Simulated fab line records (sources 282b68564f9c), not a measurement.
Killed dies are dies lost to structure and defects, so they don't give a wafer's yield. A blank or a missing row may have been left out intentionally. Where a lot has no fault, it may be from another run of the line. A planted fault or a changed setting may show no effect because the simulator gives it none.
fab line records + flow ritCmos
record
- lots=14
- wafers=42
- lastDay=7
route steps=202 shown ACTIVE@4 GATE@85 PLDD@120 CONTACT@181
lots untouched by any fault: they come from a run of this same line in which no faults occurred
startH: the number of hours between the record's first day and the start of the first shown wafer of the lot + waitH: hours elapsed since this lot's preceding step + " repeats the value in the row above + L1.1+2: a row that stands for several wafers + - no value present, or no start provided + * or withheld: withheld + < > ~ a bound
route shown NAME@n: names a module that has steps shown in the file, with the first one's number in the route + usual: mean/standard deviation of fault-free wafers + same: alike in all rows + chamber/n: place in a boat + sites: per-site readings + _std_site: the values' standard deviation + _edge_site: the outer-site mean with the inner-site mean subtracted + radiusMm: how far each site lies from the wafer's centre + mask NAME#n: copy n + behind: tool/chamber where the wafer was last shaped + hold: why the lot was held/for how many hours/how that ended + device: names the non-switching transistor (n, p or np) + end of line: tests run on the same wafers once the route is complete + where a step has no rows: the recipe by itself + killed: the dies lost at the first sort to structure and to defects; this is not the yield of the wafer + map: per-die view of a wafer (x killed, . not killed, _ where there is no die)
set.NAME: the setting that was run; set.NAME@STEP: the one run at that earlier step + model.NAME: the simulator's own value behind a step, which no gauge read
route steps across a sampled set of lots; one table per step, one row per wafer
services: the hour from which a tool's chamber was out of use, counted from the record's first day as startH (under 0 if before that day), plus the number of hours and why
## steps
# step RIT_ACTIVE_CVD_03
# recipe
- material=Si3N4
- targetThkNm=150
- tempC=810
- precursor=SiH2Cl2/NH3
- timeS=1500
- pressureMtorr=300
- sih2cl2FlowSccm=60
- nh3FlowSccm=150
# usual
- nh3FlowSccm=150.1/0.49
- spikeTcLoadC=833.4/2
- zonePowerCentrePct=37.8/1.8
- zonePowerLoadPct=21.4/1.4
| lot.wafer | tool     | chamber | startH | waitH | nh3FlowSccm | spikeTcLoadC | zonePowerCentrePct | zonePowerLoadPct |
|-----------|----------|---------|--------|-------|-------------|--------------|--------------------|------------------|
| L762.4    | lpcvd-02 | 1       | 12.11  | 0.0   | 149.2       | 829.2        | 33.1               | 22.8             |
| L762.5    | "        | 1       | "      | "     | 150.0       | 830.2        | 34.2               | 23.5             |
| L762.6    | "        | 1       | "      | "     | 150.2       | 828.6        | 34.6               | 23.0             |
| L763.1    | lpcvd-02 | 0       | 17.99  | 0.1   | 149.6       | 834.6        | 38.6               | 19.6             |
| L763.2    | "        | 0       | "      | "     | 150.4       | 832.9        | 39.0               | 19.5             |
| L763.5    | "        | 0       | "      | "     | 150.2       | 832.5        | 38.4               | 19.6             |
| L765.1    | lpcvd-02 | 0       | 29.21  | 0.1   | 150.3       | 833.8        | 38.8               | 19.7             |
| L765.4    | "        | 0       | "      | "     | 150.3       | 834.1        | 39.4               | 19.2             |
| L765.5    | "        | 0       | "      | "     | 150.5       | 834.5        | 39.0               | 19.5             |
| L766.2    | lpcvd-01 | 1       | 32.11  | 0.0   | 150.9       | 832.4        | 39.0               | 20.6             |
| L766.3    | "        | 1       | "      | "     | 150.4       | 831.6        | 39.4               | 20.5             |
| L766.6    | "        | 1       | "      | "     | 150.5       | 832.6        | 39.0               | 20.9             |
| L767.2    | lpcvd-02 | 1       | 37.51  | 0.4   | 149.9       | 830.2        | 33.7               | 22.4             |
| L767.4    | "        | 1       | "      | "     | 149.4       | 828.6        | 34.1               | 22.8             |
| L767.6    | "        | 1       | "      | "     | 149.6       | 829.4        | 33.8               | 22.9             |
| L768.3    | lpcvd-02 | 1       | 42.45  | 0.4   | 149.4       | 828.7        | 34.3               | 22.6             |
| L768.5    | "        | 1       | "      | "     | 150.7       | 829.1        | 34.4               | 22.7             |
| L768.6    | "        | 1       | "      | "     | 149.8       | 829.7        | 34.2               | 22.9             |
| L770.1    | lpcvd-02 | 0       | 53.43  | 1.4   | 150.2       | 833.0        | 39.3               | 19.7             |
| L770.4    | "        | 0       | "      | "     | 149.9       | 833.9        | 38.6               | 19.3             |
| L770.5    | "        | 0       | "      | "     | 149.5       | 834.6        | 38.8               | 19.6             |
| L774.2    | lpcvd-01 | 1       | 72.17  | 0.0   | 150.0       | 833.4        | 39.3               | 21.0             |
| L774.3    | "        | 1       | "      | "     | 150.4       | 831.7        | 39.1               | 20.5             |
| L774.6    | "        | 1       | "      | "     | 150.6       | 830.7        | 38.3               | 20.5             |
| L776.1    | lpcvd-01 | 0       | 82.11  | 0.1   | 150.7       | 835.1        | 37.5               | 22.5             |
| L776.5    | "        | 0       | "      | "     | 150.2       | 835.1        | 37.4               | 22.4             |
| L776.6    | "        | 0       | "      | "     | 150.2       | 835.9        | 37.0               | 22.4             |
| L781.2    | lpcvd-01 | 0       | 107.11 | 0.0   | 149.6       | 835.6        | 37.5               | 23.2             |
| L781.5    | "        | 0       | "      | "     | 149.4       | 836.0        | 37.6               | 22.8             |
| L781.6    | "        | 0       | "      | "     | 150.3       | 833.4        | 37.1               | 22.9             |
| L782.2    | lpcvd-01 | 0       | 113.56 | 1.3   | 149.3       | 835.3        | 37.7               | 22.7             |
| L782.4    | "        | 0       | "      | "     | 149.8       | 836.0        | 37.4               | 22.6             |
| L782.5    | "        | 0       | "      | "     | 149.8       | 835.4        | 36.9               | 22.5             |
| L783.4    | lpcvd-01 | 0       | 117.30 | 0.2   | 150.5       | 834.1        | 37.2               | 22.9             |
| L783.5    | "        | 0       | "      | "     | 150.5       | 836.5        | 37.0               | 22.7             |
| L783.6    | "        | 0       | "      | "     | 149.9       | 834.6        | 37.5               | 22.5             |
| L784.1    | lpcvd-01 | 1       | 122.31 | 0.1   | 149.5       | 832.6        | 39.6               | 20.8             |
| L784.4    | "        | 1       | "      | "     | 149.5       | 831.2        | 39.8               | 20.7             |
| L784.5    | "        | 1       | "      | "     | 149.8       | 832.1        | 40.5               | 20.6             |
| L785.3    | lpcvd-01 | 1       | 127.11 | 0.0   | 149.9       | 833.7        | 39.2               | 20.6             |
| L785.4    | "        | 1       | "      | "     | 149.4       | 831.8        | 39.6               | 20.4             |
| L785.6    | "        | 1       | "      | "     | 149.7       | 832.8        | 39.4               | 20.5             |
# step RIT_ACTIVE_THK_MEAS_04
# recipe
- reads=Si3N4_of_ACTIVE_CVD_03
# usual
- ACTIVE_NITRIDE_THK=149.5/1.4
| lot.wafer | tool         | chamber | startH | waitH | hold                    | ACTIVE_NITRIDE_THK[nm] |
|-----------|--------------|---------|--------|-------|-------------------------|------------------------|
| L762.4    | filmMetro-04 | -       | 14.27  | 0.0   | -                       | 149.6                  |
| L762.5    | "            | -       | "      | "     | -                       | 148.6                  |
| L762.6    | "            | -       | "      | "     | -                       | 149.1                  |
| L763.1    | filmMetro-02 | -       | 20.11  | 0.0   | -                       | 148.6                  |
| L763.2    | "            | -       | "      | "     | -                       | 148.8                  |
| L763.5    | "            | -       | "      | "     | -                       | 149.3                  |
| L765.1    | filmMetro-02 | -       | 31.33  | 0.0   | -                       | 152.1                  |
| L765.4    | "            | -       | "      | "     | -                       | 150.5                  |
| L765.5    | "            | -       | "      | "     | -                       | 151.2                  |
| L766.2    | filmMetro-04 | -       | 33.54  | 0.0   | -                       | 150.0                  |
| L766.3    | "            | -       | "      | "     | -                       | 150.7                  |
| L766.6    | "            | -       | "      | "     | -                       | 150.2                  |
| L767.2    | filmMetro-02 | -       | 39.64  | 0.0   | -                       | 150.8                  |
| L767.4    | "            | -       | "      | "     | -                       | 153.8                  |
| L767.6    | "            | -       | "      | "     | -                       | 151.8                  |
| L768.3    | filmMetro-02 | -       | 44.60  | 0.0   | awaitDispo/0.2h/release | 204.1                  |
| L768.5    | "            | -       | "      | "     | awaitDispo/0.2h/release | 204.2                  |
| L768.6    | "            | -       | "      | "     | awaitDispo/0.2h/release | 204.7                  |
| L768.3    | filmMetro-02 | -       | 44.83  | 0.2   | -                       | 204.2                  |
| L768.5    | "            | -       | "      | "     | -                       | 204.5                  |
| L768.6    | "            | -       | "      | "     | -                       | 204.8                  |
| L770.1    | filmMetro-04 | -       | 55.55  | 0.0   | awaitDispo/0.2h/release | 202.9                  |
| L770.4    | "            | -       | "      | "     | awaitDispo/0.2h/release | 204.2                  |
| L770.5    | "            | -       | "      | "     | awaitDispo/0.2h/release | 204.6                  |
| L770.1    | filmMetro-04 | -       | 55.78  | 0.2   | -                       | 203.1                  |
| L770.4    | "            | -       | "      | "     | -                       | 204.4                  |
| L770.5    | "            | -       | "      | "     | -                       | 204.4                  |
| L774.2    | filmMetro-03 | -       | 73.60  | 0.0   | -                       | 146.7                  |
| L774.3    | "            | -       | "      | "     | -                       | 147.2                  |
| L774.6    | "            | -       | "      | "     | -                       | 149.1                  |
| L776.1    | filmMetro-02 | -       | 84.24  | 0.0   | -                       | 149.5                  |
| L776.5    | "            | -       | "      | "     | -                       | 148.3                  |
| L776.6    | "            | -       | "      | "     | -                       | 147.7                  |
| L781.2    | filmMetro-04 | -       | 108.54 | 0.0   | -                       | 149.2                  |
| L781.5    | "            | -       | "      | "     | -                       | 148.0                  |
| L781.6    | "            | -       | "      | "     | -                       | 149.2                  |
| L782.2    | filmMetro-02 | -       | 114.98 | 0.0   | -                       | 150.6                  |
| L782.4    | "            | -       | "      | "     | -                       | 149.8                  |
| L782.5    | "            | -       | "      | "     | -                       | 150.7                  |
| L783.4    | filmMetro-02 | -       | 118.75 | 0.0   | -                       | 148.8                  |
| L783.5    | "            | -       | "      | "     | -                       | 149.2                  |
| L783.6    | "            | -       | "      | "     | -                       | 150.0                  |
| L784.1    | filmMetro-03 | -       | 123.73 | 0.0   | -                       | 151.8                  |
| L784.4    | "            | -       | "      | "     | -                       | 150.8                  |
| L784.5    | "            | -       | "      | "     | -                       | 150.6                  |
| L785.3    | filmMetro-03 | -       | 128.55 | 0.0   | -                       | 150.5                  |
| L785.4    | "            | -       | "      | "     | -                       | 150.7                  |
| L785.6    | "            | -       | "      | "     | -                       | 150.7                  |
# step RIT_ACTIVE_ETCH_13
# recipe
- stopOn=SiO2
- chemistry=SF6
- target=Si3N4
- timeS=210
- overEtchFrac=0.4
- SF6_flow_sccm=200
- pressureMtorr=260
- rfW=125
- targetDepthA=2100
# usual
- SF6_flow_sccm=200.0/0.66
- drypumpMotorCurrentA=5.7/0.32
- oesProductAu=0.821/0.012
- throttleValvePct=7.59/0.12
| lot.wafer | tool       | chamber | startH | waitH | SF6_flow_sccm | drypumpMotorCurrentA | oesProductAu | rfHoursCounterH | throttleValvePct |
|-----------|------------|---------|--------|-------|---------------|----------------------|--------------|-----------------|------------------|
| L762.4    | rieDiel-01 | 3       | 15.46  | 0.1   | 199.9         | 5.7                  | 0.817        | 0               | 7.82             |
| L762.5    | "          | 0       | "      | "     | 200.4         | 6.4                  | 0.812        | -               | 7.67             |
| L762.6    | "          | 3       | "      | "     | 200.0         | 5.7                  | 0.825        | -               | 7.77             |
| L763.1    | rieDiel-02 | 2       | 21.29  | 0.1   | 199.8         | 5.7                  | 0.822        | 50              | 7.60             |
| L763.2    | "          | 0       | "      | "     | 199.9         | 6.1                  | 0.814        | 73              | 7.45             |
| L763.5    | "          | 0       | "      | "     | 199.4         | 6.1                  | 0.825        | -               | 7.45             |
| L765.1    | rieDiel-01 | 1       | 32.67  | 0.1   | 199.2         | 5.3                  | 0.821        | 99              | 7.45             |
| L765.4    | "          | 2       | "      | "     | 200.1         | 5.6                  | 0.825        | 6               | 7.55             |
| L765.5    | "          | 2       | "      | "     | 200.8         | 5.6                  | 0.837        | -               | 7.56             |
| L766.2    | rieDiel-03 | 3       | 34.71  | 0.1   | 200.8         | 5.9                  | 0.802        | 43              | 7.55             |
| L766.3    | "          | 1       | "      | "     | 199.2         | 5.9                  | 0.819        | 125             | 7.62             |
| L766.6    | "          | 1       | "      | "     | 200.7         | 5.9                  | 0.811        | -               | 7.62             |
| L767.2    | rieDiel-03 | 0       | 40.88  | 0.1   | 200.1         | 5.3                  | 0.850        | 115             | 7.60             |
| L767.4    | "          | 3       | "      | "     | 199.3         | 5.9                  | 0.813        | 43              | 7.53             |
| L767.6    | "          | 2       | "      | "     | 199.8         | 5.6                  | 0.826        | -               | 7.71             |
| L768.3    | rieDiel-02 | 2       | 50.90  | 0.1   | 200.5         | 5.7                  | 0.983        | 50              | 7.58             |
| L768.5    | "          | 3       | "      | "     | 199.9         | 6.3                  | 1.002        | -               | 7.45             |
| L768.6    | "          | 2       | "      | "     | 200.3         | 5.7                  | 0.986        | -               | 7.60             |
| L770.1    | rieDiel-01 | 3       | 66.06  | 0.1   | 201.6         | 5.6                  | 0.968        | 1               | 7.80             |
| L770.4    | "          | 3       | "      | "     | 200.4         | 5.7                  | 0.974        | -               | 7.79             |
| L770.5    | "          | 2       | "      | "     | 199.5         | 5.6                  | 1.007        | -               | 7.56             |
| L774.2    | rieDiel-01 | 1       | 74.77  | 0.1   | 200.2         | 5.3                  | 0.816        | 100             | 7.42             |
| L774.3    | "          | 2       | "      | "     | 198.6         | 5.6                  | 0.826        | 7               | 7.54             |
| L774.6    | "          | 1       | "      | "     | 201.2         | 5.3                  | 0.824        | -               | 7.45             |
| L776.1    | rieDiel-03 | 3       | 85.51  | 0.1   | 199.9         | 5.9                  | 0.801        | 44              | 7.53             |
| L776.5    | "          | 2       | "      | "     | 200.9         | 5.5                  | 0.826        | -               | 7.73             |
| L776.6    | "          | 3       | "      | "     | 200.7         | 5.9                  | 0.784        | -               | 7.52             |
| L781.2    | rieDiel-03 | 3       | 109.75 | 0.1   | 199.3         | 5.9                  | 0.796        | 44              | 7.54             |
| L781.5    | "          | 3       | "      | "     | 199.1         | 5.9                  | 0.797        | -               | 7.53             |
| L781.6    | "          | 2       | "      | "     | 200.3         | 5.5                  | 0.821        | -               | 7.74             |
| L782.2    | rieDiel-03 | 2       | 116.29 | 0.1   | 200.3         | 5.5                  | 0.828        | 7               | 7.72             |
| L782.4    | "          | 1       | "      | "     | 199.1         | 5.9                  | 0.813        | -               | 7.62             |
| L782.5    | "          | 3       | "      | "     | 200.1         | 5.9                  | 0.813        | -               | 7.54             |
| L783.4    | rieDiel-02 | 3       | 120.10 | 0.1   | 200.3         | 6.3                  | 0.826        | 15              | 7.47             |
| L783.5    | "          | 1       | "      | "     | 200.3         | 5.6                  | 0.808        | -               | 7.74             |
| L783.6    | "          | 2       | "      | "     | 199.1         | 5.7                  | 0.820        | -               | 7.59             |
| L784.1    | rieDiel-01 | 2       | 125.03 | 0.1   | 200.4         | 5.6                  | 0.844        | 8               | 7.54             |
| L784.4    | "          | 1       | "      | "     | 199.9         | 5.2                  | 0.830        | 102             | 7.44             |
| L784.5    | "          | 3       | "      | "     | 200.3         | 5.6                  | 0.820        | -               | 7.79             |
| L785.3    | rieDiel-03 | 2       | 129.83 | 0.1   | 199.3         | 5.5                  | 0.831        | 7               | 7.71             |
| L785.4    | "          | 1       | "      | "     | 199.4         | 5.9                  | 0.813        | -               | 7.62             |
| L785.6    | "          | 3       | "      | "     | 201.2         | 5.9                  | 0.795        | -               | 7.54             |
# step RIT_GATE_THK_MEAS_09
# recipe
- reads=poly-Si_of_GATE_CVD_08
# usual
- GATE_POLY_THK=250.2/2.5
| lot.wafer | tool         | chamber | startH | waitH | GATE_POLY_THK[nm] |
|-----------|--------------|---------|--------|-------|-------------------|
| L762.4    | filmMetro-04 | -       | 37.54  | 0.0   | 248.8             |
| L762.5    | "            | -       | "      | "     | 247.9             |
| L762.6    | "            | -       | "      | "     | 250.0             |
| L763.1    | filmMetro-04 | -       | 42.45  | 0.0   | 251.1             |
| L763.2    | "            | -       | "      | "     | 251.7             |
| L763.5    | "            | -       | "      | "     | 251.7             |
| L765.1    | filmMetro-04 | -       | 53.45  | 0.0   | 247.6             |
| L765.4    | "            | -       | "      | "     | 247.3             |
| L765.5    | "            | -       | "      | "     | 248.3             |
| L766.2    | filmMetro-04 | -       | 56.38  | 0.0   | 243.7             |
| L766.3    | "            | -       | "      | "     | 245.4             |
| L766.6    | "            | -       | "      | "     | 247.1             |
| L767.2    | filmMetro-04 | -       | 61.31  | 0.0   | 246.6             |
| L767.4    | "            | -       | "      | "     | 248.0             |
| L767.6    | "            | -       | "      | "     | 247.3             |
| L768.3    | filmMetro-02 | -       | 80.22  | 0.0   | 250.8             |
| L768.6    | "            | -       | "      | "     | 249.9             |
| L770.1    | filmMetro-02 | -       | 90.25  | 0.0   | 252.2             |
| L770.4    | "            | -       | "      | "     | 252.1             |
| L770.5    | "            | -       | "      | "     | 251.5             |
| L774.2    | filmMetro-02 | -       | 96.13  | 0.0   | 250.0             |
| L774.3    | "            | -       | "      | "     | 249.1             |
| L774.6    | "            | -       | "      | "     | 249.1             |
| L776.1    | filmMetro-04 | -       | 106.24 | 0.0   | 248.7             |
| L776.5    | "            | -       | "      | "     | 249.7             |
| L776.6    | "            | -       | "      | "     | 249.0             |
| L781.2    | filmMetro-02 | -       | 130.72 | 0.0   | 249.2             |
| L781.5    | "            | -       | "      | "     | 250.2             |
| L781.6    | "            | -       | "      | "     | 250.6             |
| L782.2    | filmMetro-04 | -       | 137.79 | 0.0   | 249.2             |
| L782.4    | "            | -       | "      | "     | 246.9             |
| L782.5    | "            | -       | "      | "     | 248.7             |
| L783.4    | filmMetro-01 | -       | 141.95 | 0.0   | 250.2             |
| L783.5    | "            | -       | "      | "     | 249.7             |
| L783.6    | "            | -       | "      | "     | 250.0             |
| L784.1    | filmMetro-01 | -       | 149.30 | 0.0   | 249.7             |
| L784.4    | "            | -       | "      | "     | 250.8             |
| L784.5    | "            | -       | "      | "     | 250.1             |
| L785.3    | filmMetro-02 | -       | 150.89 | 0.0   | 252.3             |
| L785.4    | "            | -       | "      | "     | 250.1             |
| L785.6    | "            | -       | "      | "     | 250.5             |
# step RIT_PLDD_OVL_MEAS_06
# usual
- PLDD_OVL=1.1/1.4
| lot.wafer | tool       | chamber | startH | waitH | PLDD_OVL[nm] |
|-----------|------------|---------|--------|-------|--------------|
| L762.4    | overlay-01 | -       | 44.55  | -     | 0.8          |
| L762.5    | "          | -       | "      | "     | 0.6          |
| L762.6    | "          | -       | "      | "     | 0.3          |
| L763.1    | overlay-02 | -       | 49.61  | -     | 2.0          |
| L763.2    | "          | -       | "      | "     | 3.9          |
| L763.5    | "          | -       | "      | "     | 1.5          |
| L765.1    | overlay-01 | -       | 60.32  | -     | 0.3          |
| L765.4    | "          | -       | "      | "     | 0.6          |
| L765.5    | "          | -       | "      | "     | 3.1          |
| L766.2    | overlay-02 | -       | 63.43  | -     | -0.7         |
| L766.3    | "          | -       | "      | "     | -0.4         |
| L766.6    | "          | -       | "      | "     | 0.1          |
| L767.2    | overlay-01 | -       | 68.75  | -     | -1.2         |
| L767.4    | "          | -       | "      | "     | -0.5         |
| L767.6    | "          | -       | "      | "     | 1.1          |
| L768.3    | overlay-02 | -       | 88.60  | -     | 2.1          |
| L768.6    | "          | -       | "      | "     | 2.1          |
| L770.1    | overlay-01 | -       | 98.69  | -     | 1.8          |
| L770.4    | "          | -       | "      | "     | 2.5          |
| L770.5    | "          | -       | "      | "     | -0.2         |
| L774.2    | overlay-02 | -       | 103.30 | -     | 2.7          |
| L774.3    | "          | -       | "      | "     | 3.0          |
| L774.6    | "          | -       | "      | "     | 1.1          |
| L776.1    | overlay-01 | -       | 113.37 | -     | 2.5          |
| L776.5    | "          | -       | "      | "     | 2.4          |
| L776.6    | "          | -       | "      | "     | 3.8          |
| L781.2    | overlay-02 | -       | 137.71 | -     | -1.3         |
| L781.5    | "          | -       | "      | "     | 1.4          |
| L781.6    | "          | -       | "      | "     | -0.3         |
| L782.2    | overlay-01 | -       | 144.96 | -     | 0.4          |
| L782.4    | "          | -       | "      | "     | 1.0          |
| L782.5    | "          | -       | "      | "     | -1.1         |
| L783.4    | overlay-01 | -       | 149.04 | -     | 0.0          |
| L783.5    | "          | -       | "      | "     | -0.5         |
| L783.6    | "          | -       | "      | "     | 0.4          |
| L784.1    | overlay-02 | -       | 157.73 | -     | 1.0          |
| L784.4    | "          | -       | "      | "     | 2.5          |
| L784.5    | "          | -       | "      | "     | 0.4          |
| L785.3    | overlay-01 | -       | 158.29 | -     | 2.1          |
| L785.4    | "          | -       | "      | "     | 2.1          |
| L785.6    | "          | -       | "      | "     | 2.3          |
# step RIT_CONTACT_CD_MEAS_90
# recipe
- targetCdNm=1000
# usual
- cdNm=999.8/1.7
| lot.wafer | tool     | chamber | startH | waitH | cdNm   |
|-----------|----------|---------|--------|-------|--------|
| L762.4    | cdSem-01 | -       | 53.98  | 0.1   | 1000.3 |
| L762.5    | "        | -       | "      | "     | 999.1  |
| L762.6    | "        | -       | "      | "     | 1001.7 |
| L763.1    | cdSem-02 | -       | 59.80  | 0.1   | 997.6  |
| L763.2    | "        | -       | "      | "     | 998.1  |
| L763.5    | "        | -       | "      | "     | 996.3  |
| L765.1    | cdSem-02 | -       | 70.80  | 0.1   | 1000.6 |
| L765.4    | "        | -       | "      | "     | 1001.4 |
| L765.5    | "        | -       | "      | "     | 1001.4 |
| L766.2    | cdSem-01 | -       | 72.83  | 0.1   | 1002.4 |
| L766.3    | "        | -       | "      | "     | 1001.9 |
| L766.6    | "        | -       | "      | "     | 1000.2 |
| L767.2    | cdSem-01 | -       | 79.17  | 0.1   | 1000.1 |
| L767.4    | "        | -       | "      | "     | 996.2  |
| L767.6    | "        | -       | "      | "     | 998.7  |
| L768.3    | cdSem-02 | -       | 98.35  | 0.1   | 1001.8 |
| L768.6    | "        | -       | "      | "     | 999.1  |
| L770.1    | cdSem-02 | -       | 107.92 | 0.1   | 1001.9 |
| L770.4    | "        | -       | "      | "     | 998.3  |
| L770.5    | "        | -       | "      | "     | 999.7  |
| L774.2    | cdSem-01 | -       | 113.61 | 0.1   | 997.9  |
| L774.3    | "        | -       | "      | "     | 998.0  |
| L774.6    | "        | -       | "      | "     | 996.8  |
| L776.1    | cdSem-01 | -       | 125.31 | 0.1   | 1000.3 |
| L776.5    | "        | -       | "      | "     | 998.9  |
| L776.6    | "        | -       | "      | "     | 1000.2 |
| L781.2    | cdSem-01 | -       | 147.97 | 0.1   | 998.3  |
| L781.5    | "        | -       | "      | "     | 1000.1 |
| L781.6    | "        | -       | "      | "     | 999.6  |
| L782.2    | cdSem-02 | -       | 154.48 | 0.1   | 999.2  |
| L782.4    | "        | -       | "      | "     | 1001.2 |
| L782.5    | "        | -       | "      | "     | 1001.3 |
| L783.4    | cdSem-02 | -       | 159.62 | 0.1   | 998.3  |
| L783.5    | "        | -       | "      | "     | 999.8  |
| L783.6    | "        | -       | "      | "     | 1001.6 |
| L784.1    | cdSem-01 | -       | 167.79 | 0.1   | 998.8  |
| L784.4    | "        | -       | "      | "     | 999.4  |
| L784.5    | "        | -       | "      | "     | 998.4  |
| L785.3    | cdSem-01 | -       | 170.38 | 0.1   | 1000.0 |
| L785.4    | "        | -       | "      | "     | 1002.2 |
| L785.6    | "        | -       | "      | "     | 1000.6 |
## services
| tool       | chamber | startH | hours | kind          |
|------------|---------|--------|-------|---------------|
| rieDiel-02 | 3       | -8.57  | 9.8   | repair        |
| rieDiel-02 | 1       | 39.79  | 25.5  | repair        |
| rieDiel-01 | 0       | 55.11  | 2.8   | repair        |
| rieDiel-01 | 0       | 57.90  | -     | clean         |
| rieDiel-01 | 0       | 57.90  | 17.9  | scheduledDown |
| rieDiel-01 | 0       | 57.90  | 17.9  | ventCycle     |
| rieDiel-03 | 0       | 111.88 | 6.7   | repair        |
| rieDiel-03 | 0       | 128.77 | 15.3  | repair        |
## key
firstSign
- step=RIT_ACTIVE_THK_MEAS_04
- reading=visit
- direction=added
effect
- step=RIT_ACTIVE_THK_MEAS_04
- reading=ACTIVE_NITRIDE_THK
- direction=up
- sigmas=39
- usual=149.5
- struck=204.1
effect
- step=RIT_ACTIVE_ETCH_13
- reading=oesProductAu
- direction=up
- sigmas=14
- usual=0.821
- struck=0.987
- through=controlLoop
metAt RIT_ACTIVE_CVD_03
struckLots L768,L770
laterRowsLeftOut L768.5
sortLeftOut L768.3,L768.5,L768.6,L770.1,L770.4,L770.5
testerLeftOut L768,L770
loopTrim
- step=RIT_ACTIVE_EXPOSE_08
- setting=dose
- lots=L770
notActingAt RIT_GATE_THK_MEAS_09,RIT_PLDD_OVL_MEAS_06,RIT_CONTACT_CD_MEAS_90
onsetBetween 37.51 42.45
fault
- kind=processParameterDrift
- tool=lpcvd-02
- chamber=-
- onsetH=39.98
- steps=RIT_ACTIVE_CVD_03
- channel=targetThkNm
- offset=53.966
- shape=step
- endH=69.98
- actsIn=theseRecipesOnly
- stated=150
# testerLeftOut: of these lots the tester's yield and bins aren't shown, on N5 and GAA mostly nor the transistor test; their killed dies are dies lost to structure and defects alone, not to doping, threshold or leakage, so they don't give the yield
# sortLeftOut: the simulated sort isn't trusted on such a fault, so these wafers' sort isn't shown, and their yield isn't known
# laterRowsLeftOut: the simulator's readings of these wafers behind a module that went badly wrong aren't trusted and aren't shown, but for the sort
# loopTrim: a control loop set the setting to another value than it would have without faults
